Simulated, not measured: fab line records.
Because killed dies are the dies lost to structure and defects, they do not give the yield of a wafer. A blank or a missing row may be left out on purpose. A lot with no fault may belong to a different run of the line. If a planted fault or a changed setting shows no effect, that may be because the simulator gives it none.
A struck lot beside a sound one	flow rit_cmos	20 steps out of a route of 202
Sound: the wafers L929.1, L929.2, L929.6. Wafers L932.2, L932.3, L932.5 were the ones struck. At the end, the cause is stated.
Order at every step that has rows: each side's tool, ch and its chambers, its first start. Under that, the readings that differ: sound wafers	struck wafers	difference of the means	sigmas: that difference in standard deviations of wafers without a fault.
alike: readings with means less than 2 such deviations apart, plus words and numbers identical on both sides. not compared: withheld readings, readings lacking a value on some wafer, bounds such as >300 that could conceal the same value, and numbers that have no deviation in the record and whose values overlap.
A row with sigmas, a row that says differs or no value, or rows on one side alone: a step with any of these is where the two part. Numbers that don't overlap but have no deviation are shown without sigmas and don't part them. A reading that every wafer of one side lacks parts them only if that side has two wafers or more.

first, 2 steps without rows for these wafers: RIT_NWELL_HARDBAKE_07 (time 120 s); RIT_NWELL_IMPLANT_08.
RIT_NWELL_STRIP_09: strips in O2, time 180 s.
  sound on plasma_asher-04 ch 0,1, day 4 05:16; struck on plasma_asher-01 ch 0,1, day 4 19:32
  alike: drypump_motor_current_A
  not compared: rf_hours_counter_h
RIT_NWELL_TW_MEAS_10:
  struck on film_metro-04, day 4 19:44; sound on film_metro-04, day 4 05:26
  alike: NWELL_TW
then, 6 steps without rows for these wafers: RIT_PWELL_HMDS_00 (prime time 60 s); RIT_PWELL_COAT_01 (resist thk 1300 nm); RIT_PWELL_SOFTBAKE_02 (time 60 s); RIT_PWELL_EXPOSE_03 (exposes mask M3, target cd 43700 nm); RIT_PWELL_PEB_04; RIT_PWELL_DEVELOP_05 (develop time 68 s).
RIT_PWELL_OVL_MEAS_06:
  struck on overlay-01, day 4 20:40; sound on overlay-01, day 4 06:30
  alike: PWELL_OVL
then, 1 step without rows for these wafers: RIT_PWELL_HARDBAKE_07 (time 120 s).
RIT_PWELL_IMPLANT_08:
  sound on implanter-01 ch 0, day 4 06:47; struck on implanter-01 ch 0, day 4 20:58
reading	sound	struck	difference	sigmas
dose_ions_cm2	7.01e+13 6.996e+13 7.006e+13	1.3394e+14 1.3394e+14 1.3405e+14	+6.3937e+13	+99 or more
faraday_current_uA	216 226 217	415 424 421	+200	+42
RIT_PWELL_STRIP_09: strips in O2, time 180 s.
  sound on plasma_asher-01 ch 0,1, day 4 06:56; struck on plasma_asher-03 ch 0,1, day 4 21:06
  alike: drypump_motor_current_A
  not compared: rf_hours_counter_h
RIT_PWELL_TW_MEAS_10:
  struck on film_metro-02, day 4 21:17; sound on film_metro-04, day 4 07:07
reading	sound	struck	difference	sigmas
PWELL_TW	950 948 951	1180 1184 1186	+234	+27
then, 1 step without rows for these wafers: RIT_WELLDRIVE_ANNEAL_00 (time 14700 s).
RIT_WELLDRIVE_RS_MEAS_01: measurement is done with a four-point probe.
  struck on film_metro-04, day 5 02:26; sound on film_metro-02, day 4 12:21
  alike: NWELL_RS
RIT_WELLDRIVE_RS_MEAS_02: measurement is done with a four-point probe.
  struck on film_metro-04, day 5 02:33; sound on film_metro-02, day 4 12:28
reading	sound	struck	difference	sigmas
PWELL_RS (ohm/sq)	429.4 431.6 431.1	288.2 288.8 288.7	-142.1	-99 or more
then, 1 step without rows for these wafers: RIT_NRETRO_HMDS_00 (prime time 60 s).
RIT_M1_PROBE_99:
  struck on prober-02, day 6 13:46; sound on prober-01, day 6 00:28
reading	sound	struck	difference	sigmas
model.etest.nmos_0p3.r_on_ohm_um	2140 2104 2096	2928 2819 2866	+758	
model.etest.nmos_0p15.r_on_ohm_um	1113 1078 1100	1459 1387 1412	+322	
model.etest.nmos_0p15.drive_ua_um	480 499.7 477.8	302.7 330 312.6	-170.7	
model.etest.pwell_pinched.rs_ohm_sq	457.3 461 456.3	303 300.8 297.9	-158	
model.etest.nmos_turned.drive_ua_um	330.7 342 331.4	171.5 181.3 179.5	-157.3	
model.etest.pwell.rs_ohm_sq	421.1 427.4 419.7	276.3 277.1 272.8	-147.3	
model.etest.nmos_narrow.drive_ua_um	231.5 238.6 239.3	132.3 143 133.6	-100.2	
model.etest.nmos_0p3.drive_ua_um	229.5 237 233.3	133.4 142.1 134.6	-96.6	
  alike: killed_at_contacts, killed_at_front_end, killed_dies, killed_open, killed_short

WHERE THEY PART
Earliest at RIT_PWELL_IMPLANT_08; latest, in this record, at RIT_WELLDRIVE_RS_MEAS_02. Later steps at which nothing parts them and some readings are alike: RIT_M1_PROBE_99.

WHY: whatever the simulator had introduced
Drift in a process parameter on implanter-01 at RIT_PWELL_IMPLANT_08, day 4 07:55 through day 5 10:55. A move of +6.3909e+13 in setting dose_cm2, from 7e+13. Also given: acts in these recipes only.
